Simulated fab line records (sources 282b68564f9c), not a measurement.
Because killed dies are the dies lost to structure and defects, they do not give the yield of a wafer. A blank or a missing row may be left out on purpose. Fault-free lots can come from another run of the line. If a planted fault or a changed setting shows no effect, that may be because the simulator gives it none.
fab line records	flow rit-cmos
record: lots: 13	wafers: 39	last-day: 7
route steps=202 shown NWELL@37 PWELL@42 NLDD@109 SPACER@129 M1@202
lots that met no fault: from a run of the same line without faults
start-h: hours from the record's opening day to when the first of the lot's shown wafers began	wait-h: hours elapsed since this lot's preceding step	" as in the row above	L1.1+2: a single row standing in for several wafers	- no value, or no start given	* or withheld: withheld	< > ~ a bound
route shown NAME@n: NAME is a module with steps in the file, n the number in the route of the first one	usual: mean/standard deviation of fault-free wafers	same: alike in all rows	chamber/n: place in a boat	sites: each site's reading	_std_site: their standard deviation	_edge_site: inner sites' mean taken away from outer sites' mean	radius-mm: how far each site lies from the wafer's centre	mask NAME#n: copy n	behind: the tool/chamber that last shaped the wafer	hold: the reason the lot was held/the length of the hold in hours/how it ended	device: names the non-switching transistor (n, p or np)	end of line: the same wafers' tests at the end of the route	step lacking rows: just its recipe	killed: count of dies lost to structure and defects at first sort (not the wafer's yield)	map: a wafer's dies, x killed, . not, _ none there
set.NAME: the run value of the setting; set.NAME@STEP: its run value at that earlier step	model.NAME: the simulator's own value behind a step, which no gauge read
route steps across a sampled set of lots; one table per step, one row per wafer
services: from which hour (start-h, from the record's first day; less than 0 if before it) a tool's chamber was out of use, for how many hours, and why
== steps ==
step: RIT_NWELL_STRIP_09
recipe: chemistry: O2	time-s: 180	resist: NOVOLAK	platen-temp-c: withheld	power-w: 500	pressure-mtorr: 4000	o2-flow-sccm: 4000
usual: drypump-motor-current-A: 5.5/0.55	rf-refl-power-W: 6.7/1.7
lot.wafer	tool	chamber	start-h	wait-h	drypump-motor-current-A	rf-hours-counter-h	rf-refl-power-W
L476.1	plasma-asher-03	1	38.51	0.1	5.8	23	5.1
L476.4	"	0	"	"	6.3	-	7.9
L476.6	"	0	"	"	6.3	-	7.9
L477.3	plasma-asher-03	1	42.54	0.1	5.8	-	4.7
L477.5	"	0	"	"	6.3	-	7.3
L477.6	"	1	"	"	5.8	-	4.8
L478.2	plasma-asher-01	0	46.07	0.1	4.9	41	5.7
L478.3	"	0	"	"	5.0	-	5.8
L478.6	"	0	"	"	4.9	-	6.1
L482.1	plasma-asher-01	0	68.78	0.1	4.9	44	5.8
L482.4	"	0	"	"	4.9	-	5.6
L482.5	"	0	"	"	4.9	-	5.8
L483.1	plasma-asher-01	1	72.99	0.1	5.0	44	9.2
L483.2	"	0	"	"	4.9	44	5.6
L483.3	"	0	"	"	4.9	-	5.7
L484.3	plasma-asher-03	0	80.68	0.1	6.4	-	7.5
L484.4	"	1	"	"	5.9	-	4.9
L484.5	"	0	"	"	6.3	-	7.4
L485.2	plasma-asher-03	0	83.46	0.1	6.3	28	7.3
L485.5	"	0	"	"	6.4	-	7.3
L485.6	"	1	"	"	5.8	-	5.0
L487.2	plasma-asher-01	1	93.25	0.1	5.0	46	9.6
L487.3	"	1	"	"	5.0	-	9.2
L487.4	"	0	"	"	4.9	-	5.5
L492.1	plasma-asher-03	0	119.11	0.1	6.3	31	7.6
L492.2	"	1	"	"	5.8	31	5.2
L492.3	"	0	"	"	6.3	-	7.2
L493.1	plasma-asher-01	0	123.90	0.2	5.0	1	5.8
L493.3	"	0	"	"	4.9	-	5.8
L493.5	"	1	"	"	5.0	-	9.1
L494.1	plasma-asher-01	1	128.75	0.1	5.0	1	9.2
L494.2	"	0	"	"	4.9	1	5.9
L494.5	"	0	"	"	4.9	-	6.1
L495.1	plasma-asher-03	1	131.84	0.1	5.8	33	5.1
L495.5	"	0	"	"	6.3	-	7.4
L495.6	"	1	"	"	5.8	-	5.2
L496.1	plasma-asher-01	0	138.08	0.1	4.9	2	5.9
L496.3	"	0	"	"	4.9	-	5.7
L496.5	"	1	"	"	5.0	-	8.9
step: RIT_PWELL_EXPOSE_03
recipe: mask-id: M3	na: 0.57	target-cd-nm: 43700	dose-mj: 250
usual: focus-offset-nm: 0.1/0.43
lot.wafer	tool	chamber	start-h	wait-h	mask	focus-offset-nm
L476.1	iline-stepper-01	0	39.20	0.1	M3#0	0.3
L476.4	"	0	"	"	M3#0	0.4
L476.6	"	0	"	"	M3#0	-0.5
L477.3	iline-stepper-01	0	43.21	0.1	M3#0	-0.1
L477.5	"	0	"	"	M3#0	-0.4
L477.6	"	0	"	"	M3#0	0.4
L478.2	iline-stepper-02	0	46.90	0.2	M3#0	1.1
L478.3	"	0	"	"	M3#0	0.2
L478.6	"	0	"	"	M3#0	0.4
L482.1	iline-stepper-01	0	69.49	0.1	M3#0	-0.7
L482.4	"	0	"	"	M3#0	0.0
L482.5	"	0	"	"	M3#0	-0.3
L483.1	iline-stepper-01	0	73.67	0.1	M3#0	0.4
L483.2	"	0	"	"	M3#0	0.5
L483.3	"	0	"	"	M3#0	0.4
L484.3	iline-stepper-02	0	81.47	0.2	M3#0	0.7
L484.4	"	0	"	"	M3#0	0.1
L484.5	"	0	"	"	M3#0	0.6
L485.2	iline-stepper-02	0	84.17	0.1	M3#0	0.8
L485.5	"	0	"	"	M3#0	0.0
L485.6	"	0	"	"	M3#0	0.2
L487.2	iline-stepper-02	0	93.95	0.1	M3_R1#0	0.2
L487.3	"	0	"	"	M3_R1#0	0.0
L487.4	"	0	"	"	M3_R1#0	-0.1
L492.1	iline-stepper-02	0	119.83	0.1	M3#0	-0.4
L492.2	"	0	"	"	M3#0	0.4
L492.3	"	0	"	"	M3#0	0.2
L493.1	iline-stepper-02	0	124.58	0.1	M3#0	0.0
L493.3	"	0	"	"	M3#0	0.5
L493.5	"	0	"	"	M3#0	-0.6
L494.1	iline-stepper-01	0	129.62	0.3	M3#0	0.5
L494.2	"	0	"	"	M3#0	0.3
L494.5	"	0	"	"	M3#0	-0.1
L495.1	iline-stepper-02	0	132.69	0.2	M3#0	0.2
L495.5	"	0	"	"	M3#0	-0.1
L495.6	"	0	"	"	M3#0	-0.9
L496.1	iline-stepper-01	0	138.89	0.2	M3#0	0.0
L496.3	"	0	"	"	M3#0	0.2
L496.5	"	0	"	"	M3#0	-0.5
step: RIT_NLDD_OVL_MEAS_06
usual: NLDD_OVL: 1.0/1.7
lot.wafer	tool	chamber	start-h	wait-h	NLDD_OVL[nm]
L476.1	overlay-01	-	61.68	-	-0.1
L476.4	"	-	"	"	1.3
L476.6	"	-	"	"	1.3
L477.3	overlay-02	-	64.65	-	-1.0
L477.5	"	-	"	"	0.8
L477.6	"	-	"	"	0.0
L478.2	overlay-02	-	73.14	-	-2.3
L478.3	"	-	"	"	2.0
L478.6	"	-	"	"	-0.5
L482.1	overlay-01	-	91.68	-	1.7
L482.4	"	-	"	"	1.9
L482.5	"	-	"	"	0.7
L483.1	overlay-01	-	97.88	-	-2.3
L483.2	"	-	"	"	-2.0
L483.3	"	-	"	"	-1.5
L485.2	overlay-02	-	105.35	-	4.3
L485.5	"	-	"	"	2.7
L485.6	"	-	"	"	4.8
L484.3	overlay-01	-	105.47	-	0.2
L484.4	"	-	"	"	-1.0
L484.5	"	-	"	"	0.7
L487.2	overlay-01	-	118.70	-	0.8
L487.3	"	-	"	"	2.3
L487.4	"	-	"	"	1.5
L492.1	overlay-01	-	141.56	-	-2.5
L492.2	"	-	"	"	-1.4
L492.3	"	-	"	"	0.1
L493.1	overlay-01	-	146.92	-	0.4
L493.3	"	-	"	"	1.0
L493.5	"	-	"	"	1.0
L494.1	overlay-02	-	150.93	-	2.0
L494.2	"	-	"	"	0.4
L494.5	"	-	"	"	2.5
L495.1	overlay-01	-	154.00	-	3.7
L495.5	"	-	"	"	3.8
L495.6	"	-	"	"	3.1
L496.1	overlay-02	-	161.98	-	0.2
L496.3	"	-	"	"	-0.2
L496.5	"	-	"	"	-0.5
step: RIT_SPACER_THK_MEAS_04
recipe: reads: Si3N4_of_SPACER_CVD_03
usual: SPACER_NITRIDE_THK: 250.5/3
lot.wafer	tool	chamber	start-h	wait-h	SPACER_NITRIDE_THK[nm]
L476.1	film-metro-01	-	66.08	0.0	249.2
L476.4	"	-	"	"	250.3
L476.6	"	-	"	"	249.2
L477.3	film-metro-04	-	69.38	0.0	248.1
L477.5	"	-	"	"	248.3
L477.6	"	-	"	"	247.2
L478.2	film-metro-01	-	78.08	0.0	250.3
L478.3	"	-	"	"	249.6
L478.6	"	-	"	"	251.8
L482.1	film-metro-01	-	95.96	0.0	243.8
L482.4	"	-	"	"	242.5
L482.5	"	-	"	"	243.5
L483.1	film-metro-01	-	102.18	0.0	254.7
L483.2	"	-	"	"	253.5
L483.3	"	-	"	"	256.8
L485.2	film-metro-01	-	109.64	0.0	251.3
L485.5	"	-	"	"	249.9
L485.6	"	-	"	"	251.5
L484.3	film-metro-02	-	110.78	0.0	246.2
L484.4	"	-	"	"	247.9
L484.5	"	-	"	"	245.8
L487.2	film-metro-01	-	124.28	0.0	255.6
L487.3	"	-	"	"	254.3
L487.4	"	-	"	"	253.5
L492.1	film-metro-04	-	145.98	0.0	250.3
L492.2	"	-	"	"	250.3
L492.3	"	-	"	"	250.3
L493.1	film-metro-04	-	151.52	0.0	252.8
L493.3	"	-	"	"	251.5
L493.5	"	-	"	"	253.9
L494.1	film-metro-04	-	155.20	0.0	249.9
L494.2	"	-	"	"	248.1
L494.5	"	-	"	"	248.9
L495.1	film-metro-01	-	158.43	0.0	248.3
L495.5	"	-	"	"	248.8
L495.6	"	-	"	"	248.9
L496.1	film-metro-01	-	166.38	0.0	253.6
L496.3	"	-	"	"	250.7
L496.5	"	-	"	"	250.6
step: RIT_M1_PROBE_99
usual: killed-at-contacts: 0.0/0.18	killed-at-front-end: 7/3.4	killed-dies: 7/3.4	killed-open: 3.4/2	killed-short: 3.6/2.1
same: gross-dies: 264	killed_at_M0_to_M3: 0	killed_at_M4_up: 0	killed-at-back-side: 0	killed-at-other: 0
lot.wafer	tool	chamber	start-h	wait-h	killed-at-contacts	killed-at-front-end	killed-dies	killed-open	killed-short
L478.2	prober-01	-	89.14	0.1	0	7	7	3	4
L478.3	prober-01	-	89.19	0.2	0	6	6	2	4
L478.6	prober-01	-	89.34	0.2	0	3	3	2	1
L482.1	prober-01	-	107.08	0.1	0	10	10	6	4
L482.4	prober-01	-	107.23	0.2	0	9	9	5	4
L482.5	prober-01	-	107.28	0.2	0	12	12	6	6
L483.1	prober-02	-	113.74	0.1	1	8	9	4	5
L483.2	prober-02	-	113.79	0.1	0	8	8	4	4
L483.3	prober-02	-	113.84	0.2	0	7	7	3	4
L485.2	prober-02	-	121.08	0.1	0	11	11	7	4
L485.5	prober-02	-	121.23	0.2	0	7	7	2	5
L485.6	prober-02	-	121.28	0.2	0	7	7	4	3
L484.3	prober-01	-	122.94	0.2	0	13	13	6	7
L484.4	prober-01	-	122.99	0.2	0	7	7	3	4
L484.5	prober-01	-	123.04	0.2	0	10	10	7	3
L487.2	prober-01	-	135.43	0.1	0	7	7	4	3
L487.3	prober-01	-	135.48	0.2	0	12	12	9	3
L487.4	prober-01	-	135.53	0.2	0	8	8	5	3
L492.1	prober-01	-	157.45	0.1	0	5	5	4	1
L492.2	prober-01	-	157.50	0.1	0	14	14	5	9
L492.3	prober-01	-	157.55	0.2	0	5	5	4	1
killed by level:class
L478.2 SILICIDE:geometric-particle:open=3 GATE:geometric-particle:short=2 FOX1:geometric-particle:short=1 SILICIDE:geometric-particle:short=1
L478.3 GATE:geometric-particle:short=2 GATE:geometric-particle:open=1 REOX:geometric-particle:short=1 SILICIDE:geometric-particle:short=1 SILICIDE:geometric-particle:open=1
L478.6 FOX1:geometric-particle:short=1 REOX:geometric-particle:open=1 SILICIDE:geometric-particle:open=1
L482.1 REOX:geometric-particle:open=3 FOX1:geometric-particle:open=2 SILICIDE:geometric-particle:short=2 GATE:geometric-particle:open=1 REOX:geometric-particle:short=1 SPACER:geometric-particle:short=1
L482.4 GATE:geometric-particle:open=3 GATE:geometric-particle:short=2 FOX2:geometric-particle:short=1 REOX:geometric-particle:open=1 SILICIDE:geometric-particle:short=1 SILICIDE:geometric-particle:open=1
L482.5 GATE:geometric-particle:open=2 GATE:geometric-particle:short=2 REOX:geometric-particle:short=2 FOX1:geometric-particle:short=1 FOX2:geometric-particle:open=1 REOX:geometric-particle:open=1 SPACER:geometric-particle:open=1 SILICIDE:geometric-particle:open=1
L483.1 GATE:geometric-particle:open=4 GATE:geometric-particle:short=3 SILICIDE:geometric-particle:short=1 CONTACT:geometric-particle:short=1
L483.2 GATE:geometric-particle:open=2 SILICIDE:geometric-particle:short=2 FOX1:geometric-particle:open=1 GATE:geometric-particle:short=1 REOX:geometric-particle:short=1 REOX:geometric-particle:open=1
L483.3 GATE:geometric-particle:short=3 FOX1:geometric-particle:open=2 SPACER:geometric-particle:open=1 SILICIDE:geometric-particle:short=1
L485.2 SPACER:geometric-particle:open=3 FOX1:geometric-particle:open=1 FOX1:geometric-particle:short=1 FOX2:geometric-particle:open=1 GATE:geometric-particle:short=1 GATE:geometric-particle:open=1 REOX:geometric-particle:open=1 SPACER:geometric-particle:short=1
L485.5 GATE:geometric-particle:short=3 GATE:geometric-particle:open=1 SPACER:geometric-particle:short=1 SILICIDE:geometric-particle:short=1 SILICIDE:geometric-particle:open=1
L485.6 FOX1:geometric-particle:open=2 GATE:geometric-particle:short=2 GATE:geometric-particle:open=1 REOX:geometric-particle:open=1 REOX:geometric-particle:short=1
L484.3 FOX1:geometric-particle:open=2 FOX1:geometric-particle:short=2 REOX:geometric-particle:short=2 FOX2:geometric-particle:open=1 FOX2:geometric-particle:short=1 GATE:geometric-particle:short=1 GATE:geometric-particle:open=1 SPACER:geometric-particle:open=1
L484.4 REOX:geometric-particle:short=3 SILICIDE:geometric-particle:open=2 GATE:geometric-particle:open=1 GATE:geometric-particle:short=1
L484.5 GATE:geometric-particle:open=4 FOX1:geometric-particle:short=2 FOX1:geometric-particle:open=1 FOX2:geometric-particle:open=1 SILICIDE:geometric-particle:short=1 SILICIDE:geometric-particle:open=1
L487.2 FOX1:geometric-particle:open=2 FOX2:geometric-particle:open=1 FOX2:geometric-particle:short=1 GATE:geometric-particle:open=1 REOX:geometric-particle:short=1 SILICIDE:geometric-particle:short=1
L487.3 SPACER:geometric-particle:open=4 FOX1:geometric-particle:open=2 FOX1:geometric-particle:short=2 GATE:geometric-particle:open=2 FOX2:geometric-particle:open=1 REOX:geometric-particle:short=1
L487.4 REOX:geometric-particle:open=3 REOX:geometric-particle:short=2 FOX2:geometric-particle:short=1 SPACER:geometric-particle:open=1 SILICIDE:geometric-particle:open=1
L492.1 FOX1:geometric-particle:open=1 REOX:geometric-particle:open=1 SPACER:geometric-particle:short=1 SPACER:geometric-particle:open=1 SILICIDE:geometric-particle:open=1
L492.2 GATE:geometric-particle:short=4 SPACER:geometric-particle:short=4 GATE:geometric-particle:open=3 SPACER:geometric-particle:open=1 SILICIDE:geometric-particle:open=1 SILICIDE:geometric-particle:short=1
L492.3 SPACER:geometric-particle:open=2 FOX2:geometric-particle:open=1 GATE:geometric-particle:open=1 GATE:geometric-particle:short=1
== services ==
tool	chamber	start-h	hours	kind
plasma-asher-01	-	16.35	1.0	repair
iline-stepper-02	-	38.69	1.7	pm
plasma-asher-01	-	40.16	3.9	repair
iline-stepper-01	-	75.68	17.6	repair
iline-stepper-02	-	87.65	1.0	repair
iline-stepper-01	-	99.59	12.5	repair
plasma-asher-03	-	101.48	7.2	repair
plasma-asher-01	-	108.75	9.0	pm
plasma-asher-01	0	108.75	9.0	vent-cycle
plasma-asher-01	1	108.75	9.0	vent-cycle
plasma-asher-01	0	117.75	-	clean
plasma-asher-01	1	117.75	-	clean
iline-stepper-02	-	126.92	3.2	repair
iline-stepper-02	-	135.21	9.5	repair
== key ==
first-sign: step: RIT_PWELL_EXPOSE_03	reading: mask	direction: changed
effect none on later readings
met-at RIT_PWELL_EXPOSE_03
struck-lots L487
tester-left-out L487
not-acting-at RIT_NWELL_STRIP_09,RIT_NLDD_OVL_MEAS_06,RIT_SPACER_THK_MEAS_04
onset-between 84.17 93.95
fault: kind: wrong-mask	tool: any	chamber: -	onset-h: 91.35	steps: RIT_PWELL_EXPOSE_03	aux-copy: M3_R1#0	cd-offset-nm: 150	scope: struck-lots-only
tester-left-out: of these lots the tester's yield and bins aren't shown, on N5 and GAA mostly nor the transistor test; their killed dies are dies lost to structure and defects alone, not to doping, threshold or leakage, so they don't give the yield
